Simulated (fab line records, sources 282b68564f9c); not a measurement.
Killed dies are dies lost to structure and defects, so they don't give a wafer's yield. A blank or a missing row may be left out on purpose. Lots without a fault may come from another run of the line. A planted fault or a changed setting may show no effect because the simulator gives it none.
One fault seen from 2 desks | flow rit_cmos | each desk has only its own numbers; what lay behind them comes last

THE METROLOGY DESK
What the gauges read, lot by lot, whatever tool the lot ran on: means of the sampled wafers that have a number. A lot is out of limits, marked OUT, if its mean lies more than 4 standard deviations from the usual mean; the brackets give that distance.
Columns: A = PRETRO_TW at RIT_PRETRO_TW_MEAS_10, usual 472; B = NSD_OVL at RIT_NSD_OVL_MEAS_06, usual 0.1 nm; C = cd_nm at RIT_M1_CD_MEAS_09, usual 2599.2 nm
lot  | first seen here | A             | B    | C
L329 | day 2 10:15     | 481           | -0.1 | 2598.3
L330 | day 2 16:27     | 472           | 0.9  | 2600.6
L331 | day 2 21:38     | 472           | -1.8 | 2599.8
L332 | day 2 23:39     | 470           | 0.1  | 2598.3
L333 | day 3 05:57     | 470           | -1.2 | 2598.1
L334 | day 3 10:59     | 472           | -1.7 | 2599.7
L335 | day 3 16:12     | 472           | 0.8  | 2601.6
L342 | day 5 01:14     | 411 (-18) OUT | 0.2  | 2600.5
L344 | day 5 10:47     | 418 (-16) OUT | 0.9  | 2596.9
L345 | day 5 17:20     | 471           | -2.6 | 2600.7
L347 | day 6 04:08     | 472           | -2.0 | 2598.2
L350 | day 6 16:22     | 479           | -0.1 | 2600.8
L351 | day 6 22:46     | 475           | -1.9 | 2598.4
L352 | day 7 03:44     | 473           | 3.2  | 2597.9
This desk's finding: out of limits on L342, L344; first on L342, day 5 01:14 (PRETRO_TW at RIT_PRETRO_TW_MEAS_10). In limits: L329, L330, L331, L332, L333, L334, L335, L345, L347, L350, L351, L352.

THE TOOL OWNER'S DESK: implanter-03
The tool's own readings at RIT_PRETRO_IMPLANT_08: means of the sampled wafers that have a number, for each lot that ran on this tool. A lot is out of limits, marked OUT, if its mean lies more than 4 standard deviations from the usual mean; the brackets give that distance.
Columns: A = dose_ions_cm2 at RIT_PRETRO_IMPLANT_08, usual 1.2e+13; B = faraday_current_uA at RIT_PRETRO_IMPLANT_08, usual 38.1
lot  | first seen here | A                         | B
L329 | day 2 09:55     | 1.2e+13                   | 37.7
L333 | day 3 05:38     | 1.2e+13                   | 38.3
L334 | day 3 10:39     | 1.2e+13                   | 37.8
L342 | day 5 00:55     | 7.7e+12 (-99 or more) OUT | 24.5 (-18) OUT
L344 | day 5 10:28     | 7.8e+12 (-99 or more) OUT | 24.4 (-18) OUT
This desk's finding: out of limits on L342, L344; first on L342, day 5 00:55 (dose_ions_cm2 at RIT_PRETRO_IMPLANT_08). In limits: L329, L333, L334.

PUT TOGETHER
The tool owner's desk could have raised an alarm at day 5 00:55, on L342, L344.
The metrology desk could have raised an alarm at day 5 01:14, on L342, L344.
Of the lots named, all ran RIT_PRETRO_IMPLANT_08 on implanter-03.

WHAT THE SIMULATOR HAD PUT IN
Process parameter drift: implanter-03, from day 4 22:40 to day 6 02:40, at RIT_PRETRO_IMPLANT_08. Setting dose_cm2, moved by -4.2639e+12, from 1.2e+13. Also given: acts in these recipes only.
Lots struck among those shown: L342, L344.
Hours from the fault's start to each desk's first reading out of limits: the tool owner's desk, 2; the metrology desk, 3.
